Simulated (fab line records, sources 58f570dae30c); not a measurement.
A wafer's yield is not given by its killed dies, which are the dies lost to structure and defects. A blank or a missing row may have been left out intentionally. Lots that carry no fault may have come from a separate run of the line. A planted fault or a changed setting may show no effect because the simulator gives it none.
One fault through the eyes of 2 desks + flow berkeleyCmos170 + only its own numbers are on each desk; what lay behind them is given at the end

## THE TOOL OWNER'S DESK: implanter-03
The tool's own readings at UCB170_PVT_IMPLANT_07, given as means over the sampled wafers that have a number, one for each lot that went through this tool. Any lot whose mean is over 4 standard deviations away from the usual mean is out of limits and marked OUT; that distance is given in the brackets.
Columns: A = beamEnergyKeV at UCB170_PVT_IMPLANT_07, usual 30.000; B = doseIonsCm2 at UCB170_PVT_IMPLANT_07, usual 2e+12
| lot  | first seen here | A                | B     |
|------|-----------------|------------------|-------|
| L671 | day 6 07:28     | 29.995           | 2e+12 |
| L678 | day 8 00:14     | 29.994           | 2e+12 |
| L687 | day 9 23:22     | 29.129 (-89) OUT | 2e+12 |
| L689 | day 10 09:14    | 29.133 (-89) OUT | 2e+12 |
| L688 | day 10 09:22    | 29.128 (-89) OUT | 2e+12 |
Finding of this desk: L687, L688, L689 out of limits; the first was L687 at day 9 23:22, on beamEnergyKeV at UCB170_PVT_IMPLANT_07. L671, L678 stayed within limits.

## THE METROLOGY DESK
What the gauges read, lot by lot, whatever tool the lot ran on: means of the sampled wafers that have a number. Any lot whose mean is over 4 standard deviations away from the usual mean is out of limits and marked OUT; that distance is given in the brackets.
Columns: A = NVT_OVL at UCB170_NVT_OVL_MEAS_06, usual 1 nm; B = NVT_TW at UCB170_NVT_TW_MEAS_09, usual 528; C = PVT_OVL at UCB170_PVT_OVL_MEAS_06, usual 3 nm
| lot  | first seen here | A  | B   | C  |
|------|-----------------|----|-----|----|
| L671 | day 6 05:28     | -3 | 521 | 4  |
| L678 | day 7 21:44     | -3 | 534 | 4  |
| L680 | day 8 04:23     | 5  | 528 | -0 |
| L687 | day 9 21:49     | 0  | 531 | 4  |
| L689 | day 10 07:10    | 7  | 529 | 5  |
| L686 | day 10 07:25    | 2  | 527 | -3 |
| L688 | day 10 07:38    | 3  | 526 | -0 |
This desk's finding: nothing out of limits on any of the 7 lots.

## TAKEN TOGETHER
On L687, L688, L689, at day 9 23:22, an alarm was possible from the tool owner's desk.
From the metrology desk's view, nothing was out of limits.
The metrology desk holds a record of L687, L688, L689, inside its limits.
UCB170_PVT_IMPLANT_07 was run on implanter-03 by each of the lots named.

## WHAT THE SIMULATOR HAD PUT IN
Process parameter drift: implanter-03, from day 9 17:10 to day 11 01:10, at UCB170_PVT_IMPLANT_07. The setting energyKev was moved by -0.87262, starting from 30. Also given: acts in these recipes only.
Shown lots that were struck: L687, L688, L689.
Hours from the fault's start to each desk's first reading out of limits: the tool owner's desk, 6.
